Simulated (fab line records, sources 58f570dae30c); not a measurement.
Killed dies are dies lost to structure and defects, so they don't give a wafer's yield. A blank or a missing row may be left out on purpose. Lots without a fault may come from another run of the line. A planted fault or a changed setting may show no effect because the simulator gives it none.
Problem report in the 8D (eight disciplines) form, filled by code | flow berkeley_cmos170 | the parts of the form that need people (team, actions taken, sign-off) are left out

1. THE PROBLEM
cathode_dc_power_W at UCB170_M2_SPUTTER_01 reads a mean of 6222.1 W on 2 wafers of 2 lots; wafers without a fault read 6000.1 W with a standard deviation of 0.99. That is +99 or more standard deviations from the usual mean.
The step: material Al, target thk 900 nm, time 120 s.
First seen on wafer L217.4, day 9 02:24, on pvd_sputter-01. The record holds 42 wafers of 14 lots with a number at this step. Rule for "out", or "out of limits": more than 4 standard deviations from the usual mean. The other wafers with a number count as sound.

2. WHAT IT IS AND WHAT IT IS NOT
question                    | is                 | is not
which readings at this step | cathode_dc_power_W | throttle_valve_pct
which lots                  | L217, L219         | L212, L220, L226, L227, L228, L229, L230, L231, L232, L233, L234, L235
which wafers of those lots  | L217.4, L219.6     | L217.1, L217.3, L219.1, L219.5
read on which tools         | pvd_sputter-01     | pvd_sputter-03, pvd_sputter-04
when                        | from day 9 02:24   | up to then (5 sound wafers); but 35 sound wafers of L219, L220, L226, L227, L228, L229, L230, L231, L232, L233, L234, L235 came after

3. SUSPECTS, AND WHAT RULES EACH OUT
Counting: a tool at a process step up to the reading stays a suspect if it ran every lot that is out. Sound lots after the first of them don't rule it out here, since some wafers of a struck lot are sound.
- pvd_sputter-01 at UCB170_M2_SPUTTER_01 (material Al, target thk 900 nm, time 120 s): kept. It ran every lot that is out, first L217 (day 9 02:24); its last sound lot up to then is L212 (day 8 08:29). Its own readings are out on those wafers: cathode_dc_power_W.
Left after counting: pvd_sputter-01 at UCB170_M2_SPUTTER_01.

4. THE CAUSE (what the simulator had put in)
Process parameter drift: pvd_sputter-01, from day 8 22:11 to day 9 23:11, at UCB170_M2_SPUTTER_01. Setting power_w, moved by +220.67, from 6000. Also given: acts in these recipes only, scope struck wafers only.
Counting left only this tool.

5. THE CHAIN OF EFFECTS, in route order
Each row: a reading whose mean over the struck wafers that have a number lies more than 3 standard deviations from the usual. Only readings for which the record gives a usual standard deviation are gone through. hours: the time from each lot's start at the first step in this table that gives one to its start at this step, as a median over the lots. sigmas: the change in usual standard deviations.
hours | step                 | reading            | usual    | on struck wafers | change | sigmas
0     | UCB170_M2_SPUTTER_01 | cathode_dc_power_W | 6000.1 W | 6222.1           | +222.0 | +99 or more
The process steps in it:
- UCB170_M2_SPUTTER_01: material Al, target thk 900 nm, time 120 s.

6. WHAT WOULD HAVE CAUGHT IT SOONER
In this record the first reading out of limits was taken at day 9 02:24, 4 hours after the fault began at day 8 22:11.
